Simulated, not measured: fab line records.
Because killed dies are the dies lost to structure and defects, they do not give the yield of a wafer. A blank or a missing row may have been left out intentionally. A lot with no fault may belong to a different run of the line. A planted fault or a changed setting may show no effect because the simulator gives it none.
2 desks, one fault | flow berkeley_cmos170 | every desk sees just its own numbers, and what lay behind them comes last

== AT THE METROLOGY DESK ==
Means of the sampled wafers that have a number, per lot and without regard to the tool the lot ran on: this is what the gauges read. The brackets show how far a lot's mean lies from the usual mean; more than 4 standard deviations puts the lot out of limits, marked OUT.
Columns: A = NVT_TW at UCB170_NVT_TW_MEAS_09, usual 521
lot  | first seen here | A
L554 | day 5 07:43     | 518
L553 | day 5 07:56     | 523
L555 | day 5 21:17     | 524
L558 | day 6 14:20     | 513
L557 | day 6 14:34     | 522
L559 | day 7 03:14     | 523
L561 | day 7 11:50     | 516
L560 | day 7 12:07     | 516
L562 | day 7 16:22     | 526
L563 | day 7 23:46     | 515
L564 | day 8 00:05     | 523
L566 | day 8 06:33     | 526
L573 | day 9 22:54     | 586 (+15) OUT
L576 | day 10 18:51    | 587 (+15) OUT
This desk finds L573, L576 out of limits, with the earliest case on L573 at day 9 22:54 (NVT_TW at UCB170_NVT_TW_MEAS_09). L554, L553, L555, L558, L557, L559, L561, L560, L562, L563, L564, L566 stayed within limits.

== TOOL OWNER'S DESK, implanter-02 ==
The tool's own readings at UCB170_NVT_IMPLANT_07, given as means over the sampled wafers that have a number, one for each lot that went through this tool. The brackets show how far a lot's mean lies from the usual mean; more than 4 standard deviations puts the lot out of limits, marked OUT.
Columns: A = dose_ions_cm2 at UCB170_NVT_IMPLANT_07, usual 3e+12; B = faraday_current_uA at UCB170_NVT_IMPLANT_07, usual 9.51; C = tilt_deg at UCB170_NVT_IMPLANT_07, usual 6.995 degrees
lot  | first seen here | A                       | B               | C
L557 | day 6 14:20     | 3e+12                   | 9.75            | 6.976
L560 | day 7 11:52     | 3e+12                   | 9.40            | 6.987
L562 | day 7 16:08     | 3e+12                   | 9.54            | 6.981
L573 | day 9 22:39     | 4e+12 (+99 or more) OUT | 14.20 (+25) OUT | 6.992
L576 | day 10 18:36    | 4e+12 (+99 or more) OUT | 14.48 (+26) OUT | 6.969
This desk's verdict: out of limits on L573, L576, starting with L573 at day 9 22:39 (dose_ions_cm2 at UCB170_NVT_IMPLANT_07). L557, L560, L562 stayed within limits.

== PUT TOGETHER ==
At day 9 22:39, on L573, L576, the tool owner's desk was in a position to raise an alarm.
An alarm was possible from the metrology desk at day 9 22:54, on L573, L576.
The lots listed all ran UCB170_NVT_IMPLANT_07 on implanter-02.

== WHAT THE SIMULATOR HAD INSERTED ==
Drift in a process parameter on implanter-02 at UCB170_NVT_IMPLANT_07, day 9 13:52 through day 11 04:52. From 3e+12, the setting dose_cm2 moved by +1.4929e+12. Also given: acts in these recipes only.
Struck lots among those shown: L573, L576.
Counting hours from when the fault started, the first reading out of limits came at 9 for the tool owner's desk and at 9 for the metrology desk.
